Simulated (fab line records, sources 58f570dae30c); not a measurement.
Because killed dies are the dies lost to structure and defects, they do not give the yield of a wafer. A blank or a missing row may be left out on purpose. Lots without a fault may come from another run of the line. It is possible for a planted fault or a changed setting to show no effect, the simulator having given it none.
2 desks looking at one fault -- flow berkeleyCmos170 -- each desk holds nothing but its own numbers, with what lay behind them at the end

== METROLOGY DESK ==
Means of the sampled wafers that have a number, per lot and without regard to the tool the lot ran on: this is what the gauges read. If a lot's mean is further than 4 standard deviations from the usual mean, the lot is out of limits and carries the mark OUT (the distance appears in the brackets).
Columns: A = NSD_RS at UCB170_SDANNEAL_RS_MEAS_03, usual 37.69 ohm/sq; B = cdNm at UCB170_CONTACT_CD_MEAS_90, usual 700.2 nm
lot,first seen here,A,B
L205,day 8 10:57,37.73,700.0
L207,day 8 22:20,37.74,700.5
L206,day 8 22:37,37.72,699.3
L204,day 8 22:49,37.53,698.9
L208,day 9 02:00,37.73,699.5
L210,day 9 02:47,37.60,697.3
L211,day 9 11:08,37.64,701.8
L213,day 9 21:22,37.70,699.8
L216,day 10 09:40,37.64,699.5
L215,day 10 09:49,37.70,699.9
L222,day 12 03:07,37.65,700.9
L221,day 12 03:28,37.76,699.6
L223,day 13 09:48,37.71,698.9
L224,day 13 09:50,37.65,701.1
This desk found nothing out of limits on any of the 14 lots.

== TOOL OWNER'S DESK, rieDiel-04 ==
The tool's own readings at UCB170_M1_ETCH_11 (etches BARC in N2/H2): means of the sampled wafers that have a number, for each lot that ran on this tool. If a lot's mean is further than 4 standard deviations from the usual mean, the lot is out of limits and carries the mark OUT (the distance appears in the brackets).
Columns: A = chamberPressureMTorr at UCB170_M1_ETCH_11, usual 30.002 mTorr; B = drypumpMotorCurrentA at UCB170_M1_ETCH_11, usual 5.7 A; C = oesProductAu at UCB170_M1_ETCH_11, usual 0.998 a.u.; D = throttleValvePct at UCB170_M1_ETCH_11, usual 13.33 %
lot,first seen here,A,B,C,D
L205,day 8 17:41,30.000,5.9,1.004,13.33
L206,day 9 07:00,30.011,5.8,1.031,13.42
L208,day 9 08:38,29.995,5.9,1.003,13.18
L215,day 10 17:34,29.997,5.9,1.029,13.40
L222,day 12 11:44,36.007 (+99 or more) OUT,5.9,1.008,13.33
L223,day 13 16:22,36.007 (+99 or more) OUT,5.9,1.019,13.41
This desk's finding: out of limits on L222, L223; first on L222, day 12 11:44 (chamberPressureMTorr at UCB170_M1_ETCH_11). Within limits: L205, L206, L208, L215.

== BROUGHT TOGETHER ==
An alarm could have come from the tool owner's desk at day 12 11:44, on L222, L223.
The metrology desk saw nothing out of limits.
The metrology desk has L222, L223 on record, within its limits.
UCB170_M1_ETCH_11 was run on rieDiel-04 by each of the lots named.

== WHAT HAD BEEN PUT IN BY THE SIMULATOR ==
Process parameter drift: rieDiel-04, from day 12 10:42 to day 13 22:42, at UCB170_M1_ETCH_11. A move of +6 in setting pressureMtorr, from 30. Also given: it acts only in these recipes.
Struck lots among those shown: L222, L223.
Time in hours from fault onset to the first out-of-limits reading at each desk: the tool owner's desk, 1.
